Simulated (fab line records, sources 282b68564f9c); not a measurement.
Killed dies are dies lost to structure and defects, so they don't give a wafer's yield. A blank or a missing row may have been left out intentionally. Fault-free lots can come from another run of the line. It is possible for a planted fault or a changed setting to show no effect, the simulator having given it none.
fab line records | flow rit-cmos
record lots=14 | wafers=42 | last-day=6
route steps=202 shown REOX@101
lots that met no fault: taken from a fault-free run of the same line
start-h: the number of hours between the record's first day and the start of the first shown wafer of the lot | wait-h: time in hours since the lot's previous step | " the same as in the row above | L1.1+2: several wafers, shown together as one row | - no value, or no start given | * or withheld: withheld | < > ~ a bound
route shown NAME@n: names a module that has steps shown in the file, with the first one's number in the route | usual: mean/standard deviation taken from wafers without a fault | same: alike in all rows | chamber/n: place in a boat | sites: the reading at each site | _std_site: how widely they spread, as a standard deviation | _edge_site: mean of outer sites minus mean of inner sites | radius-mm: for every site, how far away it sits from the centre of the wafer | mask NAME#n: copy n | behind: tool/chamber where the wafer was last shaped | hold: cause of the lot's hold/its duration in hours/its outcome | device: whichever transistor did not switch (one of n, p or np) | end of line: tests of these same wafers at the route's end | a step given without rows: its recipe and nothing more | killed: count of dies lost to structure and defects at first sort (not the wafer's yield) | map: a wafer's dies, marking killed ones x, the rest . and places with no die _
set.NAME: the setting as run; set.NAME@STEP: as run at that earlier step | model.NAME: the simulator's own value behind a step, which no gauge read
one table for each step of the route and one row for each wafer, over a sample of lots
services: the hour from which a tool's chamber was out of use, counted from the record's first day as start-h (under 0 if before that day), plus the number of hours and why
## steps
# step RIT_REOX_OXIDATION_03
# recipe temp-c=900 | ambient=O2 | target-thk-a=252 | ox-time-s=5580
# usual spike-tc-centre-C=902.8/0.97 | spike-tc-load-C=926.1/1.2 | spike-tc-source-C=923.3/1.4 | tube-center-temp-C=900.01/0.076 | tube_center_temp_C_max=902.3/0.4
# same ox-time-s=5580
lot.wafer | tool       | chamber | start-h | wait-h | spike-tc-centre-C | spike-tc-load-C | spike-tc-source-C | tube-center-temp-C | tube_center_temp_C_max
L935.1    | furnace-01 | 0       | 37.86   | 0.0    | 902.8             | 929.1           | 926.0             | 900                | 902.0
L935.2    | "          | 0       | "       | "      | 902.0             | 928.9           | 926.1             | 899.94             | 901.5
L935.5    | "          | 0       | "       | "      | 901.1             | 929.7           | 927.0             | 899.79             | 901.7
L936.1    | furnace-02 | 0       | 43.57   | 0.0    | 902.7             | 926.3           | 922.5             | 900.15             | 902.5
L936.3    | "          | 0       | "       | "      | 904.3             | 925.3           | 921.5             | 899.91             | 902.5
L936.6    | "          | 0       | "       | "      | 903.0             | 925.3           | 923.0             | 900.09             | 902.3
L937.1    | furnace-03 | 0       | 47.59   | 0.0    | 902.8             | 926.5           | 923.0             | 900.13             | 902.9
L937.3    | "          | 0       | "       | "      | 903.4             | 924.8           | 923.1             | 899.97             | 902.2
L937.5    | "          | 0       | "       | "      | 901.7             | 926.7           | 923.1             | 900.03             | 903.1
L938.1    | furnace-02 | 0       | 53.37   | 0.0    | 902.7             | 925.3           | 921.8             | 900.06             | 902.4
L938.5    | "          | 0       | "       | "      | 902.9             | 928.0           | 923.1             | 900.05             | 902.1
L938.6    | "          | 0       | "       | "      | 903.1             | 925.6           | 921.0             | 899.97             | 902.2
L939.1    | furnace-02 | 0       | 57.42   | 0.1    | 903.9             | 926.4           | 920.6             | 899.93             | 902.3
L939.3    | "          | 0       | "       | "      | 902.4             | 926.4           | 923.3             | 900.1              | 902.2
L939.4    | "          | 0       | "       | "      | 904.3             | 925.4           | 921.2             | 899.92             | 902.1
L940.2    | furnace-03 | 0       | 62.30   | 0.0    | 904.4             | 925.9           | 923.2             | 900                | 902.6
L940.3    | "          | 0       | "       | "      | 901.3             | 926.5           | 923.1             | 900.07             | 902.3
L940.4    | "          | 0       | "       | "      | 903.1             | 926.4           | 924.1             | 899.92             | 901.8
L941.2    | furnace-02 | 0       | 67.91   | 0.1    | 903.0             | 925.4           | 923.0             | 900                | 902.1
L941.4    | "          | 0       | "       | "      | 902.1             | 924.8           | 923.1             | 900.06             | 901.8
L941.5    | "          | 0       | "       | "      | 903.7             | 924.6           | 922.4             | 900.03             | 902.7
L942.1    | furnace-03 | 0       | 72.63   | 0.2    | 902.9             | 927.1           | 923.7             | 900.03             | 902.3
L942.2    | "          | 0       | "       | "      | 903.2             | 926.0           | 924.1             | 899.96             | 902.5
L942.3    | "          | 0       | "       | "      | 903.4             | 924.1           | 922.6             | 900.14             | 903.0
L943.1    | furnace-02 | 0       | 78.45   | 0.0    | 904.0             | 926.9           | 923.2             | 899.98             | 902.1
L943.2    | "          | 0       | "       | "      | 903.2             | 928.3           | 920.8             | 899.97             | 901.9
L943.3    | "          | 0       | "       | "      | 903.3             | 925.4           | 922.4             | 900.05             | 902.1
L944.3    | furnace-02 | 0       | 82.63   | 0.0    | 904.4             | 925.6           | 923.9             | 899.87             | 901.9
L944.4    | "          | 0       | "       | "      | 903.0             | 925.1           | 922.8             | 900.04             | 902.2
L944.5    | "          | 0       | "       | "      | 903.9             | 925.5           | 922.0             | 899.98             | 902.0
L945.1    | furnace-03 | 0       | 87.72   | 0.0    | 902.1             | 926.3           | 924.8             | 900.07             | 902.4
L945.4    | "          | 0       | "       | "      | 902.9             | 925.7           | 922.7             | 900                | 902.6
L945.5    | "          | 0       | "       | "      | 904.3             | 924.9           | 922.3             | 900                | 902.4
L946.2    | furnace-01 | 0       | 92.06   | 0.0    | 900.8             | 928.8           | 925.9             | 899.97             | 902.9
L946.3    | "          | 0       | "       | "      | 902.2             | 929.1           | 926.2             | 900.1              | 903.2
L946.4    | "          | 0       | "       | "      | 901.3             | 926.6           | 927.0             | 899.98             | 901.7
L953.3    | furnace-02 | 0       | 128.32  | 0.7    | 896.5             | 919.7           | 917.1             | 893.99             | 896.1
L953.5    | "          | 0       | "       | "      | 896.1             | 919.0           | 915.2             | 894.04             | 896.5
L953.6    | "          | 0       | "       | "      | 896.4             | 919.0           | 917.0             | 894.13             | 896.6
L954.1    | furnace-02 | 0       | 132.53  | 0.0    | 896.6             | 920.0           | 916.9             | 894.18             | 896.3
L954.2    | "          | 0       | "       | "      | 895.4             | 920.0           | 914.0             | 894.14             | 895.9
L954.4    | "          | 0       | "       | "      | 898.3             | 920.0           | 916.3             | 894.2              | 896.1
# step RIT_REOX_THK_MEAS_04
# recipe reads=SiO2_of_REOX_OXIDATION_03
# usual REOX_OXIDE_THK=25.3/0.5
lot.wafer | tool          | chamber | start-h | wait-h | REOX_OXIDE_THK[nm]
L935.1    | film-metro-03 | -       | 40.41   | 0.0    | 24.9
L935.2    | "             | -       | "       | "      | 24.5
L935.5    | "             | -       | "       | "      | 25.2
L936.1    | film-metro-04 | -       | 46.12   | 0.0    | 24.9
L936.3    | "             | -       | "       | "      | 25.2
L936.6    | "             | -       | "       | "      | 25.5
L937.1    | film-metro-04 | -       | 50.14   | 0.0    | 25.9
L937.3    | "             | -       | "       | "      | 26.1
L937.5    | "             | -       | "       | "      | 26.4
L938.1    | film-metro-02 | -       | 55.92   | 0.0    | 25.8
L938.5    | "             | -       | "       | "      | 25.0
L938.6    | "             | -       | "       | "      | 25.7
L939.1    | film-metro-04 | -       | 59.97   | 0.0    | 25.2
L939.3    | "             | -       | "       | "      | 25.1
L939.4    | "             | -       | "       | "      | 24.7
L940.2    | film-metro-02 | -       | 64.86   | 0.0    | 25.4
L940.3    | "             | -       | "       | "      | 25.5
L940.4    | "             | -       | "       | "      | 25.5
L941.2    | film-metro-02 | -       | 70.47   | 0.0    | 25.5
L941.4    | "             | -       | "       | "      | 25.3
L941.5    | "             | -       | "       | "      | 25.7
L942.1    | film-metro-04 | -       | 75.18   | 0.0    | 24.9
L942.2    | "             | -       | "       | "      | 25.2
L942.3    | "             | -       | "       | "      | 25.0
L943.1    | film-metro-04 | -       | 81.00   | 0.0    | 25.8
L943.2    | "             | -       | "       | "      | 25.5
L943.3    | "             | -       | "       | "      | 25.4
L944.3    | film-metro-04 | -       | 85.20   | 0.0    | 25.6
L944.4    | "             | -       | "       | "      | 25.1
L944.5    | "             | -       | "       | "      | 25.0
L945.1    | film-metro-02 | -       | 90.27   | 0.0    | 25.5
L945.4    | "             | -       | "       | "      | 25.6
L945.5    | "             | -       | "       | "      | 25.6
L946.2    | film-metro-02 | -       | 94.62   | 0.0    | 25.7
L946.3    | "             | -       | "       | "      | 26.1
L946.4    | "             | -       | "       | "      | 25.9
L953.3    | film-metro-02 | -       | 130.89  | 0.0    | 23.8
L953.5    | "             | -       | "       | "      | 23.4
L953.6    | "             | -       | "       | "      | 23.7
L954.1    | film-metro-02 | -       | 135.08  | 0.0    | 23.4
L954.2    | "             | -       | "       | "      | 23.7
L954.4    | "             | -       | "       | "      | 23.7
## services
tool       | chamber | start-h | hours | kind
furnace-03 | -       | 23.36   | 2.7   | pm
furnace-02 | -       | 107.05  | 2.6   | pm
## key
first-sign step=RIT_REOX_OXIDATION_03 | reading=tube-center-temp-C | direction=down | sigmas=65 | usual=* | struck=*
effect step=RIT_REOX_OXIDATION_03 | reading=tube_center_temp_C_max | direction=down | sigmas=15 | usual=* | struck=*
effect step=RIT_REOX_THK_MEAS_04 | reading=REOX_OXIDE_THK | direction=down | sigmas=3.3 | usual=25.3 | struck=23.6
met-at RIT_REOX_OXIDATION_03
struck-lots L953,L954
tester-left-out L953,L954
onset-between 82.63 128.32
fault kind=process-parameter-drift | tool=furnace-02 | chamber=- | onset-h=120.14 | steps=RIT_REOX_OXIDATION_03 | channel=temp-c | offset=* | shape=step | end-h=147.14 | acts-in=* | stated=*
# tester-left-out: of these lots the tester's yield and bins aren't shown, on N5 and GAA mostly nor the transistor test; their killed dies are dies lost to structure and defects alone, not to doping, threshold or leakage, so they don't give the yield
